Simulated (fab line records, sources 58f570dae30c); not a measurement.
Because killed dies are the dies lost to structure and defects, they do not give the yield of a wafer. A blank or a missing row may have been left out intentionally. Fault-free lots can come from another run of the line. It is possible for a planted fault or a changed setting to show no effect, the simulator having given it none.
Shared-tool check / flow berkeley_cmos170 / 45 wafers sampled across 15 lots

## REASON FOR OPENING
At UCB170_START_THK_MEAS_03 the reading START_OXIDE_THK is flagged on 3 of 15 lots. No-fault wafers: 20.1 nm, standard deviation 0.42.
Rule: flag the lot when none of its wafers has a number, or when each of its wafers that has one lies beyond 4 standard deviations from that mean. As for the other lots, they are considered sound.

lot=L582; measured=day 1 18:44; on=film_metro-01; START_OXIDE_THK (nm), wafer by wafer=19.9 20.0 19.9; flag=
lot=L583; measured=day 2 00:38; on=film_metro-01; START_OXIDE_THK (nm), wafer by wafer=20.1 20.3 19.9; flag=
lot=L584; measured=day 2 05:47; on=film_metro-04; START_OXIDE_THK (nm), wafer by wafer=20.1 20.1 20.3; flag=
lot=L586; measured=day 2 17:35; on=film_metro-02; START_OXIDE_THK (nm), wafer by wafer=21.1 20.7 20.9; flag=
lot=L587; measured=day 2 22:31; on=film_metro-01; START_OXIDE_THK (nm), wafer by wafer=19.8 20.3 19.7; flag=
lot=L588; measured=day 3 02:27; on=film_metro-02; START_OXIDE_THK (nm), wafer by wafer=20.2 20.4 20.6; flag=
lot=L589; measured=day 3 05:49; on=film_metro-01; START_OXIDE_THK (nm), wafer by wafer=20.4 20.5 20.0; flag=
lot=L590; measured=day 3 12:29; on=film_metro-02; START_OXIDE_THK (nm), wafer by wafer=20.4 20.0 19.7; flag=
lot=L592; measured=day 3 23:59; on=film_metro-01; START_OXIDE_THK (nm), wafer by wafer=20.5 20.0 20.5; flag=
lot=L593; measured=day 4 01:14; on=film_metro-01; START_OXIDE_THK (nm), wafer by wafer=19.5 19.5 19.5; flag=
lot=L594; measured=day 4 07:16; on=film_metro-02; START_OXIDE_THK (nm), wafer by wafer=20.7 20.3 20.4; flag=
lot=L595; measured=day 4 11:41; on=film_metro-01; START_OXIDE_THK (nm), wafer by wafer=20.1 20.0 20.3; flag=
lot=L600; measured=day 5 15:47; on=film_metro-01; START_OXIDE_THK (nm), wafer by wafer=31.8 30.9 31.1; flag=FLAGGED
lot=L602; measured=day 6 02:46; on=film_metro-04; START_OXIDE_THK (nm), wafer by wafer=31.3 30.7 31.1; flag=FLAGGED
lot=L604; measured=day 6 11:44; on=film_metro-02; START_OXIDE_THK (nm), wafer by wafer=31.3 31.5 31.8; flag=FLAGGED
Average over the flagged lots: 31.3 nm; offset from the usual +11.2 nm, equal to +27 standard deviations.

## EACH LOT AND THE TOOL IT RAN ON
The record keeps 1 process step preceding the reading, out of 331 steps on the route. Every cell lists first the tool, next ch and the chambers used by the sampled wafers, and last the start.
lot=L582; flag=; UCB170_START_OXIDATION_02=furnace-02 ch 0, day 1 17:14
lot=L583; flag=; UCB170_START_OXIDATION_02=furnace-01 ch 0, day 1 23:08
lot=L584; flag=; UCB170_START_OXIDATION_02=furnace-02 ch 0, day 2 04:17
lot=L586; flag=; UCB170_START_OXIDATION_02=furnace-01 ch 0, day 2 16:05
lot=L587; flag=; UCB170_START_OXIDATION_02=furnace-02 ch 0, day 2 20:59
lot=L588; flag=; UCB170_START_OXIDATION_02=furnace-03 ch 0, day 3 00:56
lot=L589; flag=; UCB170_START_OXIDATION_02=furnace-01 ch 0, day 3 04:19
lot=L590; flag=; UCB170_START_OXIDATION_02=furnace-02 ch 0, day 3 10:59
lot=L592; flag=; UCB170_START_OXIDATION_02=furnace-01 ch 0, day 3 22:29
lot=L593; flag=; UCB170_START_OXIDATION_02=furnace-03 ch 0, day 3 23:43
lot=L594; flag=; UCB170_START_OXIDATION_02=furnace-01 ch 0, day 4 05:46
lot=L595; flag=; UCB170_START_OXIDATION_02=furnace-01 ch 0, day 4 10:10
lot=L600; flag=FLAGGED; UCB170_START_OXIDATION_02=furnace-03 ch 0, day 5 12:18 and furnace-02 ch 0, day 5 14:16
lot=L602; flag=FLAGGED; UCB170_START_OXIDATION_02=furnace-01 ch 0, day 5 22:29
lot=L604; flag=FLAGGED; UCB170_START_OXIDATION_02=furnace-01 ch 0, day 6 08:16 and furnace-03 ch 0, day 6 10:13
What the steps here do:
- UCB170_START_OXIDATION_02: target thk 20 nm, ox time 1800 s.
- UCB170_START_THK_MEAS_03

## FLAGGED OVER TOTAL, TOOL BY TOOL (the gauges that took the reading come last)
step=UCB170_START_OXIDATION_02; tool=furnace-01; lots run=8; flagged=2; share of the flagged lots=some; sound lots run after its first flagged lot=0
step=UCB170_START_OXIDATION_02; tool=furnace-02; lots run=5; flagged=1; share of the flagged lots=some; sound lots run after its first flagged lot=0
step=UCB170_START_OXIDATION_02; tool=furnace-03; lots run=4; flagged=2; share of the flagged lots=some; sound lots run after its first flagged lot=0
step=UCB170_START_THK_MEAS_03; tool=film_metro-01; lots run=8; flagged=1; share of the flagged lots=some; sound lots run after its first flagged lot=0
step=UCB170_START_THK_MEAS_03; tool=film_metro-02; lots run=5; flagged=1; share of the flagged lots=some; sound lots run after its first flagged lot=0
step=UCB170_START_THK_MEAS_03; tool=film_metro-04; lots run=2; flagged=1; share of the flagged lots=some; sound lots run after its first flagged lot=0

## THE TABLE: WHAT IT ALLOWS
No row of the table ran every flagged lot.

## WHAT HAD BEEN PUT IN BY THE SIMULATOR
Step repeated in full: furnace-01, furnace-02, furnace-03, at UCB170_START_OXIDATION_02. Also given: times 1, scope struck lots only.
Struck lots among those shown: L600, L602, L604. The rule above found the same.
